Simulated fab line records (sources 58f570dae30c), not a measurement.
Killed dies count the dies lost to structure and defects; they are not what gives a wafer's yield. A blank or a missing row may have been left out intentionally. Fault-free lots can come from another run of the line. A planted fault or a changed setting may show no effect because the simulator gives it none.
Commonality check across tools -- flow berkeley-cmos170 -- 14 lots and 42 wafers in the sample

WHAT PROMPTED THE OPENING
UCB170_PVT_TW_MEAS_09, reading PVT_TW: flagged on 2 of 14 lots. Wafers without a fault read 513, standard deviation 4.9.
Rule: a lot gets a flag if all its wafers with a number sit over 4 standard deviations from that mean, or if no wafer of it has a number. The rest of the lots are taken to be sound.

lot,measured,on,"PVT_TW, wafer by wafer",flag
L853,day 7 02:14,film-metro-03,517 515 513,
L854,day 7 02:31,film-metro-02,508 508 508,
L852,day 7 07:53,film-metro-02,507 508 508,
L859,day 8 17:33,film-metro-02,476 476 476,FLAGGED
L860,day 8 18:23,film-metro-04,489 489 488,FLAGGED
L861,day 8 18:24,film-metro-03,518 519 516,
L863,day 9 07:01,film-metro-02,503 503 506,
L866,day 9 19:49,film-metro-02,505 508 505,
L867,day 10 04:41,film-metro-04,516 514 515,
L870,day 10 23:59,film-metro-03,514 513 514,
L871,day 11 08:17,film-metro-03,513 513 512,
L872,day 11 15:55,film-metro-03,512 513 514,
L873,day 11 16:14,film-metro-02,507 505 505,
L874,day 12 02:50,film-metro-03,518 517 520,
The mean of the flagged lots' numbers is 482, -31 from the usual (-6 standard deviations).

WHICH TOOL EACH LOT WENT THROUGH
Before the reading, the record contains 2 process steps out of a 331-step route. Cell contents, in order: the tool; ch with the chambers the sampled wafers went through; the start.
lot,flag,UCB170_ACTIVE_ETCH_15,UCB170_PVT_IMPLANT_07
L853,,"rie-diel-01 ch 0,2,3, day 5 07:37","implanter-03 ch 0, day 7 01:59"
L854,,"rie-diel-03 ch 0,1,2, day 5 08:21","implanter-01 ch 0, day 7 02:16"
L852,,"rie-diel-02 ch 0,2,3, day 5 08:07","implanter-03 ch 0, day 7 07:40"
L859,FLAGGED,"rie-diel-03 ch 0,3, day 6 21:52","implanter-01 ch 0, day 8 17:18"
L860,FLAGGED,"rie-diel-02 ch 0,1,2, day 6 22:07","implanter-01 ch 0, day 8 18:09"
L861,,"rie-diel-01 ch 0,2,3, day 6 21:08","implanter-04 ch 0, day 8 18:11"
L863,,"rie-diel-03 ch 0,1,2, day 7 03:35","implanter-04 ch 0, day 9 06:48"
L866,,"rie-diel-02 ch 1,3, day 7 23:49","implanter-04 ch 0, day 9 19:34"
L867,,"rie-diel-01 ch 0,1,2, day 8 04:26","implanter-03 ch 0, day 10 04:22"
L870,,"rie-diel-03 ch 2,3, day 9 01:40","implanter-04 ch 0, day 10 23:46"
L871,,"rie-diel-02 ch 1,2, day 9 08:50","implanter-03 ch 0, day 11 08:02"
L872,,"rie-diel-02 ch 0,2,3, day 9 15:42","implanter-01 ch 0, day 11 15:40"
L873,,"rie-diel-03 ch 1,2,3, day 9 15:54","implanter-04 ch 0, day 11 15:59"
L874,,"rie-diel-02 ch 0,1,3, day 10 04:29","implanter-03 ch 0, day 12 02:35"
What is done by these steps:
- UCB170_ACTIVE_ETCH_15: etches Si3N4 in CH3F/Ar/O2, stops on SiO2, target depth 242 nm, time 151 s.
- UCB170_PVT_IMPLANT_07
- UCB170_PVT_TW_MEAS_09

FLAGGED AGAINST TOTAL, ONE TOOL AT A TIME (gauges that did the reading follow at the end)
step,tool,lots run,flagged,share of the flagged lots,sound lots run after its first flagged lot
UCB170_ACTIVE_ETCH_15,rie-diel-01,3,0,none,-
UCB170_ACTIVE_ETCH_15,rie-diel-02,6,1,some,"4 (L866,L871,L872,L874)"
UCB170_ACTIVE_ETCH_15,rie-diel-03,5,1,some,"3 (L863,L870,L873)"
UCB170_PVT_IMPLANT_07,implanter-01,4,2,all,1 (L872)
UCB170_PVT_IMPLANT_07,implanter-03,5,0,none,-
UCB170_PVT_IMPLANT_07,implanter-04,5,0,none,-
UCB170_PVT_TW_MEAS_09,film-metro-02,6,1,some,"3 (L863,L866,L873)"
UCB170_PVT_TW_MEAS_09,film-metro-03,6,0,none,-
UCB170_PVT_TW_MEAS_09,film-metro-04,2,1,some,1 (L867)

WHAT IS ALLOWED BY THE TABLE
Rows of the table that ran each flagged lot: 1, that is implanter-01 at UCB170_PVT_IMPLANT_07.
- implanter-01 at UCB170_PVT_IMPLANT_07 ran 4 lots, 2 of them flagged. Lots that were sound ran on it after the first flagged one (L872); a persistent fault on the entire tool would not allow that.
Not one row of the table ran every flagged lot while running no sound lot after the first.

WHAT THE SIMULATOR PUT IN
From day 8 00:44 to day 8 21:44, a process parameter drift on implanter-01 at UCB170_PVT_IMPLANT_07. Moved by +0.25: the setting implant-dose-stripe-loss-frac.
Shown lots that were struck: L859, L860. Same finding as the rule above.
